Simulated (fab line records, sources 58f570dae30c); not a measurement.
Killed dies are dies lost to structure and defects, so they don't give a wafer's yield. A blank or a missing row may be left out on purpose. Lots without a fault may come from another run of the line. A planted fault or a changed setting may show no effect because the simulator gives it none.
Which tool did it? | flow berkeley_cmos170 | 15 lots, 45 wafers sampled, at 4 steps of a route of 331

WHAT THE GAUGES READ, wafer by wafer
UCB170_ACTIVE_CD_MEAS_13: target cd 1200 nm.
lot  | measured    | on        | cd_nm (nm)
L252 | day 4 07:20 | cd_sem-02 | 1200.4 1199.4 1198.4
L253 | day 4 10:23 | cd_sem-02 | 1203.1 1202.8 1204.2
L254 | day 4 10:13 | cd_sem-01 | 1198.0 1197.6 1199.3
L255 | day 4 18:27 | cd_sem-02 | 1202.9 1203.4 1202.0
L256 | day 4 18:41 | cd_sem-02 | 1200.1 1199.6 1199.8
L259 | day 5 17:28 | cd_sem-01 | 1199.1 1199.2 1200.0
L262 | day 6 03:11 | cd_sem-02 | 1200.1 1200.6 1199.9
L264 | day 6 11:54 | cd_sem-02 | 1201.2 1200.6 1200.2
L265 | day 7 04:28 | cd_sem-01 | 1199.5 1199.5 1200.1
L267 | day 7 08:31 | cd_sem-02 | 1198.3 1196.9 1197.9
L268 | day 7 14:20 | cd_sem-02 | 1200.3 1199.0 1199.1
L269 | day 7 14:28 | cd_sem-02 | 1201.4 1201.2 1202.2
L270 | day 8 05:43 | cd_sem-02 | 1200.1 1200.7 1198.9
L272 | day 8 05:05 | cd_sem-01 | 1199.5 1199.8 1198.4
L274 | day 8 19:58 | cd_sem-01 | 1201.3 1202.4 1202.5

UCB170_GATE_CD_MEAS_12: target cd 350 nm.
lot  | measured     | on        | cd_nm (nm)
L252 | day 6 04:34  | cd_sem-02 | 349.4 350.1 348.9
L253 | day 6 05:19  | cd_sem-02 | 350.7 352.8 352.3
L254 | day 6 08:20  | cd_sem-02 | 350.3 351.1 350.4
L255 | day 6 12:16  | cd_sem-01 | 349.2 348.7 348.9
L256 | day 6 12:32  | cd_sem-01 | 350.4 351.4 350.6
L259 | day 7 16:13  | cd_sem-01 | 348.7 349.3 348.9
L262 | day 7 22:45  | cd_sem-02 | 351.9 350.7 352.5
L264 | day 8 08:07  | cd_sem-02 | 350.8 350.3 351.0
L265 | day 9 05:31  | cd_sem-02 | 350.0 352.2 351.8
L267 | day 9 05:24  | cd_sem-02 | 352.3 353.3 351.5
L268 | day 9 10:44  | cd_sem-01 | 351.7 352.4 352.1
L269 | day 9 10:45  | cd_sem-02 | 349.8 349.0 350.0
L270 | day 10 07:09 | cd_sem-01 | 351.0 352.3 350.3
L272 | day 10 07:29 | cd_sem-01 | 350.6 350.8 350.8
L274 | day 10 18:11 | cd_sem-02 | 349.4 350.9 351.0

WHICH TOOL RAN EACH LOT (tool, then ch and the chambers of the sampled wafers, then the start)
lot  | UCB170_ZERO_STRIP_07                | UCB170_PWELL_IMPLANT_15
L252 | plasma_asher-02 ch 0,1, day 1 18:34 | implanter-03 ch 0, day 2 22:05
L253 | plasma_asher-03 ch 1, day 1 22:05   | implanter-02 ch 0, day 3 05:56
L254 | plasma_asher-04 ch 0,1, day 2 03:00 | implanter-03 ch 0, day 3 05:37
L255 | plasma_asher-02 ch 0,1, day 2 11:40 | implanter-02 ch 0, day 3 16:30
L256 | plasma_asher-04 ch 0,1, day 2 15:49 | implanter-03 ch 0, day 3 16:31
L259 | plasma_asher-03 ch 0,1, day 3 03:56 | implanter-02 ch 0, day 4 09:21
L262 | plasma_asher-02 ch 0,1, day 3 22:24 | implanter-04 ch 0, day 5 02:25
L264 | plasma_asher-03 ch 0,1, day 4 04:20 | implanter-03 ch 0, day 5 09:52
L265 | plasma_asher-03 ch 0,1, day 4 11:23 | implanter-04 ch 0, day 5 18:35
L267 | plasma_asher-04 ch 0,1, day 4 20:31 | implanter-04 ch 0, day 5 21:49
L268 | plasma_asher-02 ch 0,1, day 5 03:04 | implanter-04 ch 0, day 6 07:30
L269 | plasma_asher-04 ch 1, day 5 09:56   | implanter-03 ch 0, day 6 15:44
L270 | plasma_asher-02 ch 1, day 5 15:10   | implanter-03 ch 0, day 7 00:29
L272 | plasma_asher-02 ch 0,1, day 5 20:56 | implanter-02 ch 0, day 7 00:44
L274 | plasma_asher-04 ch 0,1, day 6 08:31 | implanter-02 ch 0, day 7 20:55
- UCB170_ZERO_STRIP_07: strips in O2.
- UCB170_PWELL_IMPLANT_15

WHAT THE TOOLS THEMSELVES READ (means of the sampled wafers that have a number; where no wafer has one, the mark that the record gives instead)
UCB170_ZERO_STRIP_07.
lot  | tool            | drypump_motor_current_A (A) | oes_product_au (a.u.) | strip_time_to_endpoint_s (s)
L252 | plasma_asher-02 | 6.1                         | 0.729                 | 21.50
L253 | plasma_asher-03 | 6.5                         | 0.725                 | 21.52
L254 | plasma_asher-04 | 5.9                         | 0.728                 | 21.62
L255 | plasma_asher-02 | 6.1                         | 0.732                 | 21.51
L256 | plasma_asher-04 | 6.0                         | 0.726                 | 21.48
L259 | plasma_asher-03 | 5.8                         | 0.725                 | 21.41
L262 | plasma_asher-02 | 6.1                         | 0.730                 | 21.49
L264 | plasma_asher-03 | 6.2                         | 0.724                 | 21.59
L265 | plasma_asher-03 | 6.1                         | 0.728                 | 21.52
L267 | plasma_asher-04 | 5.9                         | 0.731                 | 21.57
L268 | plasma_asher-02 | 6.1                         | 0.728                 | 21.56
L269 | plasma_asher-04 | 6.2                         | 0.725                 | 21.54
L270 | plasma_asher-02 | 6.6                         | 0.715                 | 21.46
L272 | plasma_asher-02 | 6.4                         | 0.720                 | 21.40
L274 | plasma_asher-04 | 6.0                         | 0.731                 | 21.55

UCB170_PWELL_IMPLANT_15.
lot  | tool         | dose_ions_cm2 | end_station_pressure_torr (Torr)
L252 | implanter-03 | 5e+12         | 4.97e-06
L253 | implanter-02 | 5e+12         | 5.03e-06
L254 | implanter-03 | 5e+12         | 5.12e-06
L255 | implanter-02 | 5e+12         | 5.20e-06
L256 | implanter-03 | 5e+12         | 4.99e-06
L259 | implanter-02 | 5e+12         | 4.91e-06
L262 | implanter-04 | 5e+12         | 5.13e-06
L264 | implanter-03 | 5e+12         | 4.98e-06
L265 | implanter-04 | 5e+12         | 4.93e-06
L267 | implanter-04 | 5e+12         | 4.83e-06
L268 | implanter-04 | 5e+12         | 4.80e-06
L269 | implanter-03 | 5e+12         | 5.00e-06
L270 | implanter-03 | 5e+12         | 5.00e-06
L272 | implanter-02 | 5e+12         | 5.04e-06
L274 | implanter-02 | 5e+12         | 4.99e-06

THE ANSWER, worked out from the rows above alone
Rule: what is usual is taken from the lots themselves. Put in order of their means at a reading, lots are off if they are a third of the lots or fewer, leave a main group of 4 or more, and stand apart from it by a gap of 3 or more times the standard deviation of the main group's means; of several such gaps the widest counts. A main group whose means are all the same, to the digits that the tables above print for the reading, isn't used. A lot without any number at a reading at which 4 lots or more have one is off too. The other lots that the step has rows for count as sound. The gauges are gone through in route order, then the tools' own readings, and for those a lot's mean is taken as printed above. The first step at which some lot is off is used, and at that step the reading that is off furthest; a lot without a number counts as furthest.
No lot is off at any reading shown: from this, nothing can be told.

WHAT THE SIMULATOR HAD PUT IN
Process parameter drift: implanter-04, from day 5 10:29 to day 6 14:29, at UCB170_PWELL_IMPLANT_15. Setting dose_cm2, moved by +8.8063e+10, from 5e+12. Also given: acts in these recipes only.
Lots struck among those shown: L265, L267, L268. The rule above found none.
